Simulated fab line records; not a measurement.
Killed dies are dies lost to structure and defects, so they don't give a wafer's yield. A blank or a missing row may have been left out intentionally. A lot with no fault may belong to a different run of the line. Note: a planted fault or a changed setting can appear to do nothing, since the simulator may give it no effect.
fab line records	flow ritCmos
[record] lots = 14	wafers = 42	lastDay = 7
route steps=202 shown ACTIVE@16 NSD@139 M1@198
lots that met no fault: taken from a fault-free run of the same line
startH: the number of hours between the record's first day and the start of the first shown wafer of the lot	waitH: time in hours since the lot's previous step	" the same as in the row above	L1.1+2: a row that stands for several wafers	- value missing, or start not given	* or withheld: withheld	< > ~ a bound
route shown NAME@n: NAME is a module with steps in the file, n the number in the route of the first one	usual: mean/standard deviation of fault-free wafers	same: alike in all rows	chamber/n: place in a boat	sites: the reading at each site	_std_site: the values' standard deviation	_edge_site: inner sites' mean taken away from outer sites' mean	radiusMm: how far each site lies from the wafer's centre	mask NAME#n: copy n	behind: tool/chamber where the wafer was last shaped	hold: why the lot went on hold/how many hours it stayed there/how the hold came to an end	device: names the non-switching transistor (n, p or np)	end of line: tests run on the same wafers once the route is complete	a step given without rows: its recipe and nothing more	killed: count of dies lost to structure and defects at first sort (not the wafer's yield)	map: shows each die of a wafer: x if killed, . if not, _ if none is there
set.NAME: the setting that was run; set.NAME@STEP: the one run at that earlier step	model.NAME: the simulator's own value behind a step, which no gauge read
one table for each step of the route and one row for each wafer, over a sample of lots
services: from which hour (startH, from the record's first day; less than 0 if before it) a tool's chamber was out of use, for how many hours, and why
[[steps]]
[step RIT_ACTIVE_CD_MEAS_90]
[recipe] targetCdNm = 1400
[usual] cdNm = 1400.0/2
lot.wafer	tool	chamber	startH	waitH	cdNm
L401.2	cdSem-02	-	20.84	0.1	1397.2
L401.3	"	-	"	"	1399.6
L401.4	"	-	"	"	1400.7
L402.1	cdSem-02	-	25.83	0.1	1397.8
L402.2	"	-	"	"	1402.8
L402.3	"	-	"	"	1402.3
L403.2	cdSem-01	-	30.80	0.1	1403.6
L403.3	"	-	"	"	1403.4
L403.5	"	-	"	"	1402.4
L405.3	cdSem-01	-	41.04	0.1	1400.2
L405.4	"	-	"	"	1396.4
L405.6	"	-	"	"	1397.0
L406.3	cdSem-02	-	52.72	0.1	1399.9
L406.4	"	-	"	"	1399.1
L406.6	"	-	"	"	1398.7
L407.2	cdSem-01	-	52.78	0.1	1400.1
L407.5	"	-	"	"	1401.6
L407.6	"	-	"	"	1399.0
L413.3	cdSem-02	-	80.06	0.1	1402.3
L413.4	"	-	"	"	1396.7
L413.6	"	-	"	"	1400.6
L414.3	cdSem-01	-	86.11	0.1	1400.3
L414.5	"	-	"	"	1398.9
L414.6	"	-	"	"	1399.5
L418.2	cdSem-01	-	107.57	0.1	1398.8
L418.3	"	-	"	"	1398.9
L418.5	"	-	"	"	1397.9
L419.1	cdSem-01	-	110.03	0.1	1399.5
L419.3	"	-	"	"	1400.6
L419.6	"	-	"	"	1398.6
L420.3	cdSem-01	-	115.18	0.1	1400.2
L420.5	"	-	"	"	1402.3
L420.6	"	-	"	"	1401.2
L421.4	cdSem-01	-	120.79	0.1	1400.9
L421.5	"	-	"	"	1402.2
L421.6	"	-	"	"	1400.6
L422.1	cdSem-02	-	125.73	0.1	1398.3
L422.3	"	-	"	"	1398.7
L422.6	"	-	"	"	1397.9
L423.2	cdSem-02	-	130.11	0.1	1402.9
L423.3	"	-	"	"	1401.7
L423.4	"	-	"	"	1402.2
[step RIT_NSD_IMPLANT_08]
[recipe] species = P	energyKev = 25	doseCm2 = 1e+15	tiltDeg = 7
[usual] doseIonsCm2 = 1e+15/9.8e+11	endStationPressureTorr = 7.6e-06/3.9e-07	faradayCurrentUA = 3134/64
lot.wafer	tool	chamber	startH	waitH	doseIonsCm2	endStationPressureTorr	faradayCurrentUA
L401.2	implanter-03	0	58.42	0.1	1.001e+15	7.7e-06	3133
L401.3	"	0	"	"	9.988e+14	8.1e-06	3033
L401.4	"	0	"	"	1.0012e+15	8.1e-06	3114
L403.2	implanter-03	0	67.20	0.1	1.0012e+15	7.1e-06	3074
L403.3	"	0	"	"	9.991e+14	7.5e-06	3036
L403.5	"	0	"	"	1.0002e+15	7.6e-06	3226
L402.1	implanter-04	0	67.24	0.1	1.0013e+15	8.1e-06	3258
L402.2	"	0	"	"	1.0007e+15	7.7e-06	3108
L402.3	"	0	"	"	9.992e+14	8.3e-06	3098
L405.3	implanter-03	0	73.57	0.1	1.5758e+15	9.4e-06	5116
L405.4	"	0	"	"	1.5769e+15	8.5e-06	4970
L405.6	"	0	"	"	1.5755e+15	8.1e-06	5045
L406.3	implanter-04	0	85.77	0.1	1.0017e+15	7.4e-06	3215
L406.4	"	0	"	"	1.0009e+15	8.2e-06	3084
L406.6	"	0	"	"	1.002e+15	7.6e-06	3132
L407.2	implanter-03	0	89.40	0.1	1.5765e+15	9.3e-06	4876
L407.5	"	0	"	"	1.5749e+15	1.03e-05	5006
L407.6	"	0	"	"	1.5764e+15	9.3e-06	4895
L413.3	implanter-04	0	115.08	0.1	1.0006e+15	6.9e-06	3175
L413.4	"	0	"	"	1.0003e+15	8.1e-06	3186
L413.6	"	0	"	"	1.001e+15	8.3e-06	3052
L414.3	implanter-04	0	117.81	0.1	1.0006e+15	7.9e-06	3109
L414.5	"	0	"	"	1.0014e+15	8.2e-06	3063
L414.6	"	0	"	"	1.0008e+15	7.8e-06	2987
L418.2	implanter-04	0	138.81	0.1	9.989e+14	7.1e-06	3144
L418.3	"	0	"	"	9.991e+14	8.4e-06	3155
L418.5	"	0	"	"	1.0009e+15	7.3e-06	3070
L419.1	implanter-03	0	142.92	0.1	9.991e+14	7.7e-06	3222
L419.3	"	0	"	"	1.0001e+15	7.5e-06	3177
L419.6	"	0	"	"	1.001e+15	7.3e-06	3218
L420.3	implanter-02	0	147.99	0.1	1.0007e+15	7.6e-06	3047
L420.5	"	0	"	"	9.991e+14	7.6e-06	3162
L420.6	"	0	"	"	1.0004e+15	8e-06	3122
L421.4	implanter-03	0	153.23	0.1	9.999e+14	7.1e-06	3170
L421.5	"	0	"	"	9.985e+14	8.1e-06	3123
L421.6	"	0	"	"	9.996e+14	7.1e-06	3101
L422.1	implanter-04	0	158.60	0.1	9.983e+14	7.7e-06	3172
L422.3	"	0	"	"	9.986e+14	7.5e-06	3129
L422.6	"	0	"	"	9.968e+14	7.2e-06	3052
L423.2	implanter-02	0	162.34	0.1	9.985e+14	7.1e-06	3145
L423.3	"	0	"	"	1.0004e+15	7.7e-06	3156
L423.4	"	0	"	"	1.0005e+15	7.2e-06	3187
[step RIT_NSD_TW_MEAS_10]
[usual] NSD_TW = 3093/29
lot.wafer	tool	chamber	startH	waitH	NSD_TW
L401.2	filmMetro-04	-	58.73	0.1	3117
L401.3	"	-	"	"	3106
L401.4	"	-	"	"	3114
L403.2	filmMetro-03	-	67.51	0.1	3125
L403.3	"	-	"	"	3121
L403.5	"	-	"	"	3111
L402.1	filmMetro-02	-	67.57	0.1	3062
L402.2	"	-	"	"	3076
L402.3	"	-	"	"	3062
L405.3	filmMetro-03	-	73.87	0.1	3390
L405.4	"	-	"	"	3380
L405.6	"	-	"	"	3370
L406.3	filmMetro-04	-	86.06	0.1	3124
L406.4	"	-	"	"	3146
L406.6	"	-	"	"	3128
L407.2	filmMetro-02	-	89.71	0.1	3339
L407.5	"	-	"	"	3344
L407.6	"	-	"	"	3367
L413.3	filmMetro-02	-	115.38	0.1	3053
L413.4	"	-	"	"	3053
L413.6	"	-	"	"	3047
L414.3	filmMetro-04	-	118.10	0.1	3120
L414.5	"	-	"	"	3129
L414.6	"	-	"	"	3118
L418.2	filmMetro-03	-	139.12	0.1	3129
L418.3	"	-	"	"	3135
L418.5	"	-	"	"	3129
L419.1	filmMetro-04	-	143.25	0.1	3117
L419.3	"	-	"	"	3119
L419.6	"	-	"	"	3138
L420.3	filmMetro-04	-	148.29	0.1	3086
L420.5	"	-	"	"	3090
L420.6	"	-	"	"	3092
L421.4	filmMetro-03	-	153.51	0.1	3100
L421.5	"	-	"	"	3102
L421.6	"	-	"	"	3107
L422.1	filmMetro-02	-	158.92	0.1	3062
L422.3	"	-	"	"	3068
L422.6	"	-	"	"	3066
L423.2	filmMetro-04	-	162.65	0.1	3088
L423.3	"	-	"	"	3086
L423.4	"	-	"	"	3071
[step RIT_SDANNEAL_RS_MEAS_05]
[recipe] thkMeasGauge = four-point-probe
[usual] NSD_RS = 84.7/0.32
lot.wafer	tool	chamber	startH	waitH	NSD_RS[ohm/sq]
L401.2	filmMetro-02	-	61.00	0.1	85.4
L401.3	"	-	"	"	85.3
L401.4	"	-	"	"	85.1
L403.2	filmMetro-03	-	69.87	0.1	84.5
L403.3	"	-	"	"	84.6
L403.5	"	-	"	"	84.3
L402.1	filmMetro-04	-	70.22	0.1	84.5
L402.2	"	-	"	"	84.2
L402.3	"	-	"	"	84.2
L405.3	filmMetro-02	-	76.02	0.1	60.4
L405.4	"	-	"	"	60.6
L405.6	"	-	"	"	60.4
L406.3	filmMetro-02	-	88.11	0.1	84.6
L406.4	"	-	"	"	84.4
L406.6	"	-	"	"	84.6
L407.2	filmMetro-02	-	91.79	0.1	60.3
L407.5	"	-	"	"	60.3
L407.6	"	-	"	"	60.1
L413.3	filmMetro-03	-	117.61	0.1	84.7
L413.4	"	-	"	"	84.7
L413.6	"	-	"	"	84.9
L414.3	filmMetro-02	-	120.22	0.1	85.0
L414.5	"	-	"	"	85.2
L414.6	"	-	"	"	85.1
L418.2	filmMetro-02	-	141.28	0.1	84.9
L418.3	"	-	"	"	84.7
L418.5	"	-	"	"	84.6
L419.1	filmMetro-02	-	145.40	0.1	84.6
L419.3	"	-	"	"	84.5
L419.6	"	-	"	"	84.6
L420.3	filmMetro-04	-	150.46	0.1	84.9
L420.5	"	-	"	"	85.0
L420.6	"	-	"	"	84.8
L421.4	filmMetro-03	-	155.57	0.1	85.1
L421.5	"	-	"	"	85.0
L421.6	"	-	"	"	84.7
L422.1	filmMetro-02	-	160.98	0.1	84.9
L422.3	"	-	"	"	84.6
L422.6	"	-	"	"	84.8
L423.2	filmMetro-02	-	164.69	0.1	84.4
L423.3	"	-	"	"	84.5
L423.4	"	-	"	"	84.4
[step RIT_M1_STRIP_14]
[recipe] chemistry = O2	timeS = 180	platenTempC = withheld	powerW = 500	pressureMtorr = 4000	o2FlowSccm = 4000
[usual] drypumpMotorCurrentA = 5.6/0.34
lot.wafer	tool	chamber	startH	waitH	drypumpMotorCurrentA	rfHoursCounterH
L401.2	plasmaAsher-04	1	66.27	0.0	5.2	43
L401.3	"	1	"	"	5.3	-
L401.4	"	0	"	"	5.6	-
L403.2	plasmaAsher-01	0	75.43	0.0	5.9	45
L403.3	"	0	"	"	5.9	-
L403.5	"	1	"	"	5.5	-
L402.1	plasmaAsher-03	0	75.74	0.0	6.0	27
L402.2	"	1	"	"	5.0	27
L402.3	"	0	"	"	6.0	-
L405.3	plasmaAsher-03	1	81.50	0.1	5.1	-
L405.4	"	0	"	"	6.1	-
L405.6	"	0	"	"	6.0	-
L406.3	plasmaAsher-03	1	93.67	0.1	5.0	-
L406.4	"	0	"	"	6.0	-
L406.6	"	1	"	"	5.0	-
L407.2	plasmaAsher-03	0	97.14	0.0	6.1	30
L407.5	"	0	"	"	6.1	-
L407.6	"	1	"	"	5.1	-
L413.3	plasmaAsher-03	0	123.36	0.1	6.1	-
L413.4	"	1	"	"	5.1	-
L413.6	"	1	"	"	5.0	-
L414.3	plasmaAsher-01	1	125.62	0.1	5.6	-
L414.5	"	1	"	"	5.6	-
L414.6	"	0	"	"	5.9	-
L418.2	plasmaAsher-01	0	146.56	0.0	5.9	52
L418.3	"	1	"	"	5.5	-
L418.5	"	1	"	"	5.5	-
L419.1	plasmaAsher-04	0	150.72	0.0	5.7	3
L419.3	"	0	"	"	5.7	-
L419.6	"	0	"	"	5.7	-
L420.3	plasmaAsher-04	1	155.92	0.1	5.3	-
L420.5	"	1	"	"	5.3	-
L420.6	"	0	"	"	5.6	-
L421.4	plasmaAsher-01	0	160.97	0.1	5.9	-
L421.5	"	0	"	"	5.9	-
L421.6	"	1	"	"	5.6	-
L422.1	plasmaAsher-04	0	166.43	0.0	5.6	5
L422.3	"	0	"	"	5.6	-
L422.6	"	0	"	"	5.6	-
L423.2	plasmaAsher-04	0	170.21	0.0	5.6	5
L423.3	"	0	"	"	5.6	-
L423.4	"	1	"	"	5.2	-
[[services]]
tool	chamber	startH	hours	kind
implanter-04	-	48.11	2.4	repair
implanter-02	-	67.11	4.9	repair
implanter-03	-	90.17	6.3	repair
plasmaAsher-04	-	108.75	9.0	pm
plasmaAsher-04	0	108.75	9.0	ventCycle
plasmaAsher-04	1	108.75	9.0	ventCycle
plasmaAsher-04	0	117.75	-	clean
plasmaAsher-04	1	117.75	-	clean
plasmaAsher-01	-	150.73	4.3	repair
implanter-02	-	164.09	1.7	repair
[[key]]
[firstSign] step = RIT_NSD_IMPLANT_08	reading = doseIonsCm2	direction = up	sigmas = 99+	usual = 1e+15	struck = 1.576e+15
[effect] step = RIT_NSD_IMPLANT_08	reading = faradayCurrentUA	direction = up	sigmas = 29	usual = 3134	struck = 4985
[effect] step = RIT_NSD_TW_MEAS_10	reading = NSD_TW	direction = up	sigmas = 9.4	usual = 3093	struck = 3365
[effect] step = RIT_SDANNEAL_RS_MEAS_05	reading = NSD_RS	direction = down	sigmas = 76	usual = 84.7	struck = 60.4
metAt RIT_NSD_IMPLANT_08
struckLots L405,L407
testerLeftOut L405,L407
notActingAt RIT_ACTIVE_CD_MEAS_90,RIT_M1_STRIP_14
onsetBetween 67.20 73.57
[fault] kind = processParameterDrift	tool = implanter-03	chamber = -	onsetH = 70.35	steps = RIT_NSD_IMPLANT_08	channel = doseCm2	offset = 5.7585e+14	shape = step	endH = 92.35	actsIn = theseRecipesOnly	stated = 1e+15
// testerLeftOut: of these lots the tester's yield and bins aren't shown, on N5 and GAA mostly nor the transistor test; their killed dies are dies lost to structure and defects alone, not to doping, threshold or leakage, so they don't give the yield
